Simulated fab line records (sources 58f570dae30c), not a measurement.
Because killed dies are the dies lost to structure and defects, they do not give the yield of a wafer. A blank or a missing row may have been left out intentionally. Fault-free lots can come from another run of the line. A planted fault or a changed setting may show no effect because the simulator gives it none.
A struck lot beside a sound one | flow berkeley-cmos170 | 14 out of 331 route steps
Sound: wafers L605.1, L605.3, L605.5. The struck wafers were L617.3, L617.5, L617.6. The cause is given at the end.
Each step with rows lists, per side, the tool, then ch with its chambers, then its first start. Under that, the readings that differ: sound wafers | struck wafers | difference of the means | sigmas: that difference in standard deviations of wafers without a fault.
alike: words and numbers the same on both sides, and readings whose means are apart by under 2 such deviations; not compared: readings that were withheld, readings missing a value for some wafer, numbers with overlapping values and no deviation given by the record, and bounds like >300 which may hide the same value.
Wherever a step has rows on one side only, a row that says differs or no value, or a row with sigmas, the two part there. Numbers that don't overlap but have no deviation are shown without sigmas and don't part them. A reading missing from all wafers of one side parts the sides only when that side holds two or more wafers.

UCB170_ZERO_STRIP_07: strips in O2.
  sound on plasma-asher-03 ch 0,1, day 2 08:56; struck on plasma-asher-02 ch 0,1, day 4 18:59
  alike: drypump-motor-current-A, oes-product-au, strip-time-to-endpoint-s
  not compared: rf-hours-counter-h
then, 2 steps without rows for these wafers: UCB170_NWELL_WET_ETCH_00 (etches SiO2 in dHF, time 200 s); UCB170_NWELL_OXIDATION_01 (target thk 26.4 nm, ox time 1260 s).
UCB170_NWELL_THK_MEAS_02:
  struck on film-metro-02, day 4 23:58; sound on film-metro-02, day 2 13:08
  alike: NWELL_OXIDE_THK
then, 2 steps without rows for these wafers: UCB170_NWELL_ANNEAL_03 (time 900 s); UCB170_NWELL_CVD_04 (deposits Si3N4 from SiH2Cl2/NH3, target thk 224 nm, time 3360 s).
UCB170_NWELL_THK_MEAS_05:
  struck on film-metro-02, day 5 07:13; sound on film-metro-04, day 2 22:32
  alike: NWELL_NITRIDE_THK
then, 5 steps without rows for these wafers: UCB170_NWELL_HMDS_06 (prime time 60 s); UCB170_NWELL_COAT_07 (resist thk 900 nm); UCB170_NWELL_SOFTBAKE_08 (time 60 s); UCB170_NWELL_EXPOSE_09 (exposes mask NWELL, target cd 3000 nm); UCB170_NWELL_PEB_10.
UCB170_NWELL_DEVELOP_11: develop time 45 s.
  struck on litho-track-03, day 5 08:00; sound on litho-track-01 ch 0, day 2 23:00
  no value came back on the struck wafers for chill-plate-temp-C (C), develop-time-s (s); on the sound wafers chill-plate-temp-C (C) reads 23.06 23.08 23.00
  reading                                | sound             | struck            | difference | sigmas
  model.KrF_of_NWELL_COAT_07.thk-nm (nm) | 885.6 886.4 886.1 | 901.1 898.8 901.7 | +14.5      |
UCB170_NWELL_OVL_MEAS_12:
  struck on overlay-01, day 5 08:15; sound on overlay-02, day 2 23:55
  reading        | sound     | struck | difference                    | sigmas
  NWELL_OVL (nm) | -11 1 -14 | - - -  | no value on the struck wafers |

WHERE THEY PART
Last at UCB170_NWELL_OVL_MEAS_12 as far as this record goes, first at UCB170_NWELL_DEVELOP_11.

WHY: whatever the simulator had introduced
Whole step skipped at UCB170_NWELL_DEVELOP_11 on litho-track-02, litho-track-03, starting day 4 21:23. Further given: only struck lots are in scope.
